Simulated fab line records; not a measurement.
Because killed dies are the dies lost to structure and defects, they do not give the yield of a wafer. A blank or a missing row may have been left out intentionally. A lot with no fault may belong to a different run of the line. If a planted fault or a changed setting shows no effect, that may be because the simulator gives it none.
Which tool is to blame?    flow rit cmos    Sampling: 7 lots, 21 wafers, 2 of 202 route steps

## WHAT THE GAUGES READ, wafer by wafer
RIT_ACTIVE_CD_MEAS_11: the cd target is 1400 nm.
lot   measured     on         cd nm (nm)
L727  day 2 00:16  cd sem-02  1395.2 1394.2 1394.3
L730  day 2 18:48  cd sem-01  1397.6 1398.4 1399.3
L733  day 3 01:46  cd sem-01  1400.5 1399.8 1398.7
L735  day 3 11:38  cd sem-01  1398.2 1400.3 1400.7
L737  day 3 21:37  cd sem-01  1444.9 1440.7 1444.5 1444.9 1440.8 1444.0
L739  day 4 09:13  cd sem-01  1401.0 1400.1 1399.8
L744  day 5 08:59  cd sem-01  1425.8 1426.2 1424.8 1425.5 1425.7 1424.8

## WHICH TOOL RAN EACH LOT (tool, then ch and the chambers of the sampled wafers, then the start)
lot   RIT_ACTIVE_EXPOSE_08
L727  iline stepper-01 ch 0, day 1 23:51
L730  iline stepper-01 ch 0, day 2 18:23
L733  iline stepper-01 ch 0, day 3 01:22
L735  iline stepper-02 ch 0, day 3 11:14
L737  iline stepper-02 ch 0, day 3 21:13
L739  iline stepper-01 ch 0, day 4 08:49
L744  iline stepper-02 ch 0, day 5 08:35
- RIT_ACTIVE_EXPOSE_08: exposes mask M1, target cd 1400 nm.

## THE ANSWER, worked out from the rows above alone
Rule: the usual values come from the lots themselves. The widest of any qualifying gaps counts: lots, ordered by their means at a reading, are off when they make up no more than a third of the lots, leave a main group of 4 or more, and stand apart from it by 3 or more times the standard deviation of that group's means. A main group is skipped when, at the precision printed for the reading in the tables above, its means are all equal. Also off: a lot with no number at a reading for which 4 or more lots have one. The other lots that the step has rows for count as sound.
Off: L737, L744, at RIT_ACTIVE_CD_MEAS_11 (cd nm). The main group has a mean of 1398.5 nm with a standard deviation of 2.1.
If a tool, at a process step before that reading, ran all the lots that are off and no sound lot after the first of them, it fits. Those tools and the gauges at RIT_ACTIVE_CD_MEAS_11 are tried in the same way. One fits: iline stepper-02 at RIT_ACTIVE_EXPOSE_08. A fault onset in the window from L735 (day 3 11:14, its last sound lot) to L737 (day 3 21:13, its first lot off) fits.

## WHAT WAS PUT IN BY THE SIMULATOR
Process parameter drift: iline stepper-02, from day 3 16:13 on, at RIT_ACTIVE_EXPOSE_08. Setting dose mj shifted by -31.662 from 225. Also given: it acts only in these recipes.
Lots struck among those shown: L737, L744. The same result came from the rule above.
